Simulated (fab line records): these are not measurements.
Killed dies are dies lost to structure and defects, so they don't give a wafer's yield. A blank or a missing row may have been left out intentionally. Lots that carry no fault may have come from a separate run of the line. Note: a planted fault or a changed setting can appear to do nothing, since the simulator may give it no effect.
A single fault, viewed from 2 desks :: flow berkeley cmos170 :: what lay behind the numbers comes last; until then each desk has only its own

## FOR THE TOOL OWNER'S DESK: pvd sputter-02
The tool's own readings at UCB170_M3_SPUTTER_01 (material Al, target thk 900 nm, time 120 s): means of the sampled wafers that have a number, for each lot that ran on this tool. Marked OUT: a lot whose mean sits more than 4 standard deviations from the usual mean, which makes it out of limits; the brackets give that distance.
Columns: A = cathode dc power W at UCB170_M3_SPUTTER_01, usual 6000.1 W; B = throttle valve pct at UCB170_M3_SPUTTER_01, usual 30.3 %
lot: L341
first seen here: day 9 03:22
A: 5999.7
B: 29.2

lot: L343
first seen here: day 10 00:02
A: 5999.2
B: 30.4

lot: L348
first seen here: day 10 11:02
A: 6000.9
B: 30.1

lot: L347
first seen here: day 10 12:39
A: 5999.6
B: 29.9

lot: L353
first seen here: day 11 19:28
A: 6000.7
B: 29.8

lot: L355
first seen here: day 12 12:23
A: 5999.6
B: 30.1
This desk's verdict: no lot among the 6 shows anything out of limits.

## AT THE METROLOGY DESK
Lot by lot, what the gauges showed, no matter which tool ran the lot: averages of those sampled wafers that carry a number. Marked OUT: a lot whose mean sits more than 4 standard deviations from the usual mean, which makes it out of limits; the brackets give that distance.
Columns: A = M3_AL_RS at UCB170_M3_RS_MEAS_02, usual 0.0321 ohm/sq; B = M3_AL_THK at UCB170_M3_THK_MEAS_03, usual 909 nm
lot: L339
first seen here: day 8 21:32
A: 0.0321
B: 905

lot: L341
first seen here: day 9 03:27
A: 0.0320
B: 905

lot: L342
first seen here: day 9 04:10
A: 0.0322
B: 904

lot: L343
first seen here: day 10 00:08
A: 0.0321
B: 901

lot: L345
first seen here: day 10 00:40
A: 0.0320
B: 919

lot: L346
first seen here: day 10 10:24
A: 0.0328
B: 888

lot: L348
first seen here: day 10 11:09
A: 0.0314
B: 922

lot: L347
first seen here: day 10 12:46
A: 0.0320
B: 900

lot: L353
first seen here: day 11 19:35
A: 0.0438 (+31) OUT
B: 664 (-22) OUT

lot: L355
first seen here: day 12 12:28
A: 0.0437 (+30) OUT
B: 668 (-22) OUT

lot: L357
first seen here: day 12 12:43
A: 0.0321
B: 911

lot: L361
first seen here: day 13 01:44
A: 0.0317
B: 925

lot: L359
first seen here: day 13 02:41
A: 0.0326
B: 889

lot: L360
first seen here: day 13 18:14
A: 0.0322
B: 912
This desk finds L353, L355 out of limits, with the earliest case on L353 at day 11 19:35 (M3_AL_RS at UCB170_M3_RS_MEAS_02). L339, L341, L342, L343, L345, L346, L348, L347, L357, L361, L359, L360: within limits.

## BROUGHT TOGETHER
The metrology desk could have raised an alarm at day 11 19:35, on L353, L355.
Nothing out of limits was seen by the tool owner's desk.
On record at the tool owner's desk: L353, L355, within its limits.
UCB170_M3_SPUTTER_01 was run on pvd sputter-02 by each of the lots named.

## WHAT WAS PUT IN BY THE SIMULATOR
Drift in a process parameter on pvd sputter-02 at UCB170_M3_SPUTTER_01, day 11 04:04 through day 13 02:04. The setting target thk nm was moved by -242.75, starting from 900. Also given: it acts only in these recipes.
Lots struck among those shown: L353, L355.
Delay in hours, fault start to first out-of-limits reading, per desk: metrology desk 16.
